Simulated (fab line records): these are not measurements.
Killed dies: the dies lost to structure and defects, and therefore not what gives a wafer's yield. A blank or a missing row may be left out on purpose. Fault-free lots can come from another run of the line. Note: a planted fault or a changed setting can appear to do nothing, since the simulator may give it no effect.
Which of the tools did it? | flow berkeley_cmos170 | 15 lots, 45 wafers sampled, at 4 steps of a route of 331

WHAT EACH GAUGE READ, for each wafer
UCB170_M3_THK_MEAS_03: measures by xrf. Usual: M3_AL_THK gives 907 nm (standard deviation 11).
lot  | measured     | on            | M3_AL_THK (nm) | flag
L806 | day 7 17:15  | film_metro-03 | 903 912 907    |
L811 | day 8 17:41  | film_metro-03 | 900 898 899    |
L810 | day 8 18:16  | film_metro-03 | 910 917 913    |
L813 | day 9 12:25  | film_metro-03 | 902 899 890    |
L817 | day 10 10:59 | film_metro-02 | 898 899 899    |
L815 | day 10 11:25 | film_metro-03 | 920 914 921    |
L818 | day 10 15:42 | film_metro-01 | 919 921 920    |
L822 | day 11 13:00 | film_metro-03 | 929 927 926    |
L821 | day 11 16:43 | film_metro-03 | 913 903 910    |
L828 | day 12 05:40 | film_metro-03 | 905 906 915    |
L825 | day 12 06:19 | film_metro-03 | 908 913 905    |
L824 | day 12 06:20 | film_metro-01 | 909 907 900    |

UCB170_M3_OVL_MEAS_16. Usual: M3_OVL gives 1 nm (standard deviation 5.2).
lot  | measured     | on         | M3_OVL (nm) | flag
L806 | day 7 19:07  | overlay-01 | 3 6 7       |
L811 | day 8 20:16  | overlay-01 | 6 5 3       |
L810 | day 8 21:39  | overlay-01 | 7 1 8       |
L813 | day 9 14:37  | overlay-01 | 1 1 7       |
L817 | day 10 13:41 | overlay-01 | -4 -10 -1   |
L815 | day 10 13:58 | overlay-02 | 7 6 6       |
L818 | day 10 19:43 | overlay-02 | 2 8 0       |
L822 | day 11 16:41 | overlay-01 | -6 1 0      |
L821 | day 11 22:45 | overlay-01 | 3 4 -3      |
L828 | day 12 08:33 | overlay-01 | -8 -4 -1    |
L825 | day 12 09:11 | overlay-01 | 3 8 5       |
L824 | day 12 09:22 | overlay-01 | -8 -10 -5   |

WHICH TOOL RAN EACH LOT (tool, then ch and the chambers of the sampled wafers, then the start)
lot  | UCB170_M2_STRIP_19                   | UCB170_V2_DEVELOP_11
L806 | plasma_asher-02 ch 0,1, day 7 14:08  | litho_track-02 ch 0, day 7 16:00
L811 | plasma_asher-02 ch 0,1, day 8 14:37  | litho_track-03 ch 0, day 8 16:00
L810 | plasma_asher-03 ch 0,1, day 8 15:08  | litho_track-03 ch 0, day 8 17:00
L813 | plasma_asher-03 ch 0,1, day 9 09:23  | litho_track-02 ch 0, day 9 11:00
L812 | plasma_asher-01 ch 0,1, day 9 09:45  | litho_track-03, day 9 12:00
L814 | plasma_asher-02 ch 0,1, day 10 06:17 | litho_track-02, day 10 09:00
L816 | plasma_asher-01 ch 0,1, day 10 06:33 | litho_track-03, day 10 09:00
L817 | plasma_asher-02 ch 0,1, day 10 07:10 | litho_track-02 ch 0, day 10 09:00
L815 | plasma_asher-03 ch 0,1, day 10 07:17 | litho_track-02 ch 0, day 10 10:00
L818 | plasma_asher-03 ch 0,1, day 10 09:49 | litho_track-01 ch 0, day 10 14:00
L822 | plasma_asher-03 ch 0, day 11 10:14   | litho_track-02 ch 0, day 11 12:00
L821 | plasma_asher-02 ch 0,1, day 11 12:43 | litho_track-01 ch 0, day 11 15:00
L828 | plasma_asher-03 ch 0,1, day 12 02:20 | litho_track-02 ch 0, day 12 04:00
L825 | plasma_asher-02 ch 0,1, day 12 02:36 | litho_track-02 ch 0, day 12 05:00
L824 | plasma_asher-03 ch 0,1, day 12 02:42 | litho_track-01 ch 0, day 12 05:00
- UCB170_M2_STRIP_19: strips in O2.
- UCB170_V2_DEVELOP_11: develop time 45 s.

WHAT THE TOOLS THEMSELVES READ (means of the sampled wafers that have a number; where no wafer has one, the mark that the record gives instead)
UCB170_M2_STRIP_19. Usual: drypump_motor_current_A 5.8 A, standard deviation 0.48; oes_product_au 0.549 a.u., standard deviation 0.011.
lot  | tool            | drypump_motor_current_A (A) | oes_product_au (a.u.) | flag
L806 | plasma_asher-02 | 6.1                         | 0.561                 |
L811 | plasma_asher-02 | 6.0                         | 0.542                 |
L810 | plasma_asher-03 | 5.5                         | 0.552                 |
L813 | plasma_asher-03 | 5.3                         | 0.556                 |
L812 | plasma_asher-01 | 6.3                         | 0.547                 |
L814 | plasma_asher-02 | 6.2                         | 0.536                 |
L816 | plasma_asher-01 | 5.9                         | 0.549                 |
L817 | plasma_asher-02 | 6.1                         | 0.545                 |
L815 | plasma_asher-03 | 5.4                         | 0.554                 |
L818 | plasma_asher-03 | 5.5                         | 0.555                 |
L822 | plasma_asher-03 | 5.2                         | 0.550                 |
L821 | plasma_asher-02 | 6.1                         | 0.550                 |
L828 | plasma_asher-03 | 5.5                         | 0.553                 |
L825 | plasma_asher-02 | 6.1                         | 0.547                 |
L824 | plasma_asher-03 | 5.3                         | 0.551                 |

UCB170_V2_DEVELOP_11. Usual: 22.98 C for chill_plate_temp_C, sd 0.1.
lot  | tool           | chill_plate_temp_C (C) | flag
L806 | litho_track-02 | 23.02                  |
L811 | litho_track-03 | 22.89                  |
L810 | litho_track-03 | 23.03                  |
L813 | litho_track-02 | 23.04                  |
L812 | litho_track-03 | -                      | OFF
L814 | litho_track-02 | -                      | OFF
L816 | litho_track-03 | -                      | OFF
L817 | litho_track-02 | 23.05                  |
L815 | litho_track-02 | 23.09                  |
L818 | litho_track-01 | 22.87                  |
L822 | litho_track-02 | 22.90                  |
L821 | litho_track-01 | 22.85                  |
L828 | litho_track-02 | 23.10                  |
L825 | litho_track-02 | 22.99                  |
L824 | litho_track-01 | 22.85                  |

THE ANSWER, worked out from the rows above alone
Rule: a lot is off if the mean of its wafers that have a number lies more than 3 standard deviations from the usual mean. A lot without any number at a reading at which 4 lots or more have one is off too. The other lots that the step has rows for count as sound. After the gauges, taken in route order, come the tools' own readings; for these a lot's mean is taken, as printed above. At the first step where some lot is off, the reading lying furthest off is the one used; lots without a number count as furthest.
Off at UCB170_V2_DEVELOP_11 (chill_plate_temp_C): L812, L814, L816. Without a number there: L812, L814, L816.
If a tool, at that step or one of the process steps before it, ran each lot that is off and ran no sound lot following the first of them, it fits. Of those tried, none fits.

WHAT HAD BEEN PUT IN BY THE SIMULATOR
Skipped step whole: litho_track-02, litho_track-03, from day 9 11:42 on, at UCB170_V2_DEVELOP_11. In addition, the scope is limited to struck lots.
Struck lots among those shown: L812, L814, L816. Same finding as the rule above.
